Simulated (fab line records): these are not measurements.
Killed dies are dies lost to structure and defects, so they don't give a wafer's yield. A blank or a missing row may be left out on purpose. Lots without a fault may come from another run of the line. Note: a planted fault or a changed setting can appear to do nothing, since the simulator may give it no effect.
Which tool did it? | flow berkeleyCmos170 | 14 lots, 42 wafers sampled, at 5 steps of a route of 331

== WHAT THE GAUGES READ, wafer by wafer ==
UCB170_FIELD_THK_MEAS_90. Usual: FIELD_OXIDE_LEFT_1_THK typically reads 441 nm, with standard deviation 9.2.
lot  | measured     | on           | FIELD_OXIDE_LEFT_1_THK (nm) | flag
L675 | day 5 06:29  | filmMetro-03 | 429 433 427                 | 
L676 | day 5 06:34  | filmMetro-02 | 449 439 447                 | 
L677 | day 5 13:44  | filmMetro-04 | 430 438 426                 | 
L679 | day 6 05:19  | filmMetro-03 | 434 429 433                 | 
L681 | day 6 21:30  | filmMetro-02 | 438 447 444                 | 
L683 | day 6 21:31  | filmMetro-04 | 450 448 453                 | 
L684 | day 6 21:31  | filmMetro-03 | 447 452 448                 | 
L682 | day 6 21:34  | filmMetro-04 | 448 447 440                 | 
L689 | day 8 22:42  | filmMetro-04 | 442 446 438                 | 
L693 | day 9 06:37  | filmMetro-03 | 442 450 448                 | 
L694 | day 9 23:27  | filmMetro-04 | 422 437 441                 | 
L696 | day 10 13:52 | filmMetro-04 | 449 444 440                 | 
L698 | day 10 13:55 | filmMetro-03 | 426 423 427                 | 
L697 | day 10 13:57 | filmMetro-04 | 438 442 438                 | 

UCB170_M3_CD_MEAS_15: the cd target is 700 nm. Usual: cdNm 699.8 nm, standard deviation 1.5.
lot  | measured     | on       | cdNm (nm)         | flag
L675 | day 8 10:26  | cdSem-02 | 701.8 700.8 700.8 | 
L676 | day 8 15:11  | cdSem-01 | 697.7 697.3 697.0 | 
L677 | day 8 10:00  | cdSem-02 | 700.1 697.9 699.8 | 
L679 | day 9 11:56  | cdSem-01 | 698.1 699.3 699.2 | 
L681 | day 10 01:27 | cdSem-01 | 698.5 699.3 698.9 | 
L683 | day 10 01:04 | cdSem-02 | 701.3 699.3 702.5 | 
L684 | day 10 03:52 | cdSem-01 | 699.5 699.8 699.5 | 
L682 | day 10 04:24 | cdSem-01 | 699.6 700.2 698.6 | 
L689 | day 12 04:58 | cdSem-02 | 699.6 700.1 698.9 | 
L693 | day 12 13:07 | cdSem-02 | 699.7 699.8 702.5 | 
L694 | day 12 21:39 | cdSem-02 | 698.9 698.8 699.1 | 
L696 | day 13 23:19 | cdSem-02 | 701.1 700.7 701.2 | 
L698 | day 14 02:54 | cdSem-01 | 703.8 702.0 702.4 | 
L697 | day 13 23:08 | cdSem-01 | 698.5 699.3 698.9 | 

== EACH LOT AND THE TOOL THAT RAN IT (in order: tool; ch and the chambers of the sampled wafers; start) ==
lot  | UCB170_SDANNEAL_RTA_01          | UCB170_V2_ETCH_14                 | UCB170_V2_STRIP_15
L675 | rtpAnneal-02 ch 0, day 7 12:41  | rieDiel-04 ch 0,2, day 8 07:53    | plasmaAsher-02 ch 0,1, day 8 08:04
L676 | rtpAnneal-02 ch 0, day 7 13:04  | rieDiel-03 ch 0,3, day 8 12:25    | plasmaAsher-01 ch 0,1, day 8 12:38
L677 | rtpAnneal-01 ch 0, day 7 12:31  | rieDiel-04 ch 2,3, day 8 07:11    | plasmaAsher-03 ch 0,1, day 8 07:22
L679 | rtpAnneal-01 ch 0, day 8 15:10  | rieDiel-02 ch 1,2,3, day 9 09:27  | plasmaAsher-02 ch 0,1, day 9 09:40
L681 | rtpAnneal-01 ch 0, day 9 05:13  | rieDiel-02 ch 1,3, day 9 22:46    | plasmaAsher-02 ch 0,1, day 9 22:56
L683 | rtpAnneal-02 ch 0, day 9 04:56  | rieDiel-04 ch 1,2, day 9 22:32    | plasmaAsher-03 ch 0, day 9 22:43
L684 | rtpAnneal-02 ch 0, day 9 05:16  | rieDiel-04 ch 2,3, day 10 00:59   | plasmaAsher-02 ch 0,1, day 10 01:10
L682 | rtpAnneal-01 ch 0, day 9 05:25  | rieDiel-02 ch 1,2,3, day 10 01:17 | plasmaAsher-01 ch 0,1, day 10 01:28
L689 | rtpAnneal-01 ch 0, day 11 06:01 | rieDiel-03 ch 0,2,3, day 12 02:16 | plasmaAsher-01 ch 0,1, day 12 02:27
L693 | rtpAnneal-01 ch 0, day 11 16:27 | rieDiel-03 ch 0,1,3, day 12 10:49 | plasmaAsher-03 ch 0,1, day 12 10:59
L694 | rtpAnneal-02 ch 0, day 12 02:49 | rieDiel-02 ch 0,1,3, day 12 18:53 | plasmaAsher-02 ch 0,1, day 12 19:04
L696 | rtpAnneal-02 ch 0, day 12 23:34 | rieDiel-02 ch 1,2,3, day 13 19:42 | plasmaAsher-03 ch 0,1, day 13 19:53
L698 | rtpAnneal-02 ch 0, day 12 23:51 | rieDiel-04 ch 0,1,2, day 13 21:48 | plasmaAsher-02 ch 0,1, day 13 21:59
L697 | rtpAnneal-01 ch 0, day 12 23:36 | rieDiel-04 ch 1,2,3, day 13 19:26 | plasmaAsher-02 ch 0,1, day 13 19:38
- UCB170_SDANNEAL_RTA_01: time 5 s.
- UCB170_V2_ETCH_14: etches SiO2 in CHF3/CF4/Ar, stops on Al, target depth 1250 nm, time 291 s.
- UCB170_V2_STRIP_15: strips in O2.

== WHAT THE TOOLS THEMSELVES READ (means of the sampled wafers that have a number; where no wafer has one, the mark that the record gives instead) ==
UCB170_SDANNEAL_RTA_01. Usual: lampPowerPct 41 %, standard deviation 5.1; wafer_temp_C_max 1054.8, standard deviation 1.7.
lot  | tool         | lampPowerPct (%) | wafer_temp_C_max | flag
L675 | rtpAnneal-02 | 36               | 1056.6           | 
L676 | rtpAnneal-02 | 36               | 1056.4           | 
L677 | rtpAnneal-01 | 46               | 1053.0           | 
L679 | rtpAnneal-01 | 46               | 1053.1           | 
L681 | rtpAnneal-01 | 46               | 1052.8           | 
L683 | rtpAnneal-02 | 36               | 1054.8           | 
L684 | rtpAnneal-02 | 36               | 1055.6           | 
L682 | rtpAnneal-01 | 46               | 1053.2           | 
L689 | rtpAnneal-01 | 46               | 1054.6           | 
L693 | rtpAnneal-01 | 46               | 1053.2           | 
L694 | rtpAnneal-02 | 36               | 1056.1           | 
L696 | rtpAnneal-02 | 36               | 1056.7           | 
L698 | rtpAnneal-02 | 36               | 1056.2           | 
L697 | rtpAnneal-01 | 46               | 1053.9           | 

UCB170_V2_ETCH_14. Usual: drypumpMotorCurrentA 5.8 A, standard deviation 0.42; oesProductAu 0.872 a.u., standard deviation 0.012; rfFwdPowerW 698.2 W, standard deviation 2.3; throttleValvePct 6.92 %, standard deviation 0.11.
lot  | tool       | drypumpMotorCurrentA (A) | oesProductAu (a.u.) | rfFwdPowerW (W) | throttleValvePct (%) | flag
L675 | rieDiel-04 | 6.0                      | 0.880               | 698.9           | 7.02                 | 
L676 | rieDiel-03 | 5.6                      | 0.870               | 701.2           | 6.87                 | 
L677 | rieDiel-04 | 6.1                      | 0.875               | 695.7           | 6.89                 | 
L679 | rieDiel-02 | 5.6                      | 0.877               | 699.6           | 6.96                 | 
L681 | rieDiel-02 | 5.5                      | 0.877               | 698.3           | 6.93                 | 
L683 | rieDiel-04 | 6.0                      | 0.879               | 696.6           | 6.94                 | 
L684 | rieDiel-04 | 6.0                      | 0.877               | 697.4           | 6.96                 | 
L682 | rieDiel-02 | 5.6                      | 0.870               | 698.7           | 6.96                 | 
L689 | rieDiel-03 | 5.8                      | 0.976               | 698.5           | 6.95                 | OFF
L693 | rieDiel-03 | 5.8                      | 0.960               | 700.2           | 6.90                 | OFF
L694 | rieDiel-02 | 5.5                      | 0.879               | 697.9           | 6.89                 | 
L696 | rieDiel-02 | 5.6                      | 0.874               | 698.5           | 6.97                 | 
L698 | rieDiel-04 | 6.1                      | 0.868               | 695.5           | 6.95                 | 
L697 | rieDiel-04 | 6.1                      | 0.880               | 697.1           | 6.87                 | 

UCB170_V2_STRIP_15. Usual: drypumpMotorCurrentA 5.6 A, standard deviation 0.4; oesProductAu 0.721 a.u., standard deviation 0.0043; stripTimeToEndpointS 15.31 s, standard deviation 0.12.
lot  | tool           | drypumpMotorCurrentA (A) | oesProductAu (a.u.) | stripTimeToEndpointS (s) | flag
L675 | plasmaAsher-02 | 6.0                      | 0.723               | 15.32                    | 
L676 | plasmaAsher-01 | 5.2                      | 0.723               | 15.32                    | 
L677 | plasmaAsher-03 | 5.7                      | 0.718               | 15.46                    | 
L679 | plasmaAsher-02 | 6.0                      | 0.724               | 15.35                    | 
L681 | plasmaAsher-02 | 5.7                      | 0.725               | 15.42                    | 
L683 | plasmaAsher-03 | 5.2                      | 0.718               | 15.16                    | 
L684 | plasmaAsher-02 | 6.0                      | 0.723               | 15.34                    | 
L682 | plasmaAsher-01 | 5.4                      | 0.719               | 15.41                    | 
L689 | plasmaAsher-01 | 5.4                      | 0.723               | 16.33                    | OFF
L693 | plasmaAsher-03 | 5.7                      | 0.719               | 16.35                    | OFF
L694 | plasmaAsher-02 | 5.7                      | 0.721               | 15.31                    | 
L696 | plasmaAsher-03 | 5.7                      | 0.725               | 15.30                    | 
L698 | plasmaAsher-02 | 6.0                      | 0.719               | 15.31                    | 
L697 | plasmaAsher-02 | 5.7                      | 0.723               | 15.39                    | 

== THE ANSWER, worked out from the rows above alone ==
Rule: lot off if the mean of its wafers having a number is beyond 3 standard deviations from the usual mean. Also off: a lot with no number at a reading for which 4 or more lots have one. Any other lot the step has rows for is counted as sound. First the gauges in route order, then the tools' own readings, where a lot's mean is used as printed above. At the first step where some lot is off, the reading lying furthest off is the one used; lots without a number count as furthest.
Off, at UCB170_V2_ETCH_14 on oesProductAu: L689, L693.
If a tool, at that step or one of the process steps before it, ran each lot that is off and ran no sound lot following the first of them, it fits. One fits: UCB170_V2_ETCH_14 on rieDiel-03. Its last sound lot is L676 (day 8 12:25), its first lot that is off L689 (day 12 02:16): a fault that began between those two fits.
On the lots that are off, the tool's own readings at UCB170_V2_ETCH_14 differ by more than 5 times the standard deviation of the sound lots' means, which bears it out; oesProductAu reads 0.968 a.u. there versus 0.875 a.u. on the sound lots.

== WHAT WAS PUT IN BY THE SIMULATOR ==
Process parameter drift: rieDiel-03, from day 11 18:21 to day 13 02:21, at UCB170_V2_ETCH_14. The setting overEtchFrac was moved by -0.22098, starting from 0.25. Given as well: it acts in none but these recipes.
Lots struck among those shown: L689, L693. Same finding as the rule above.
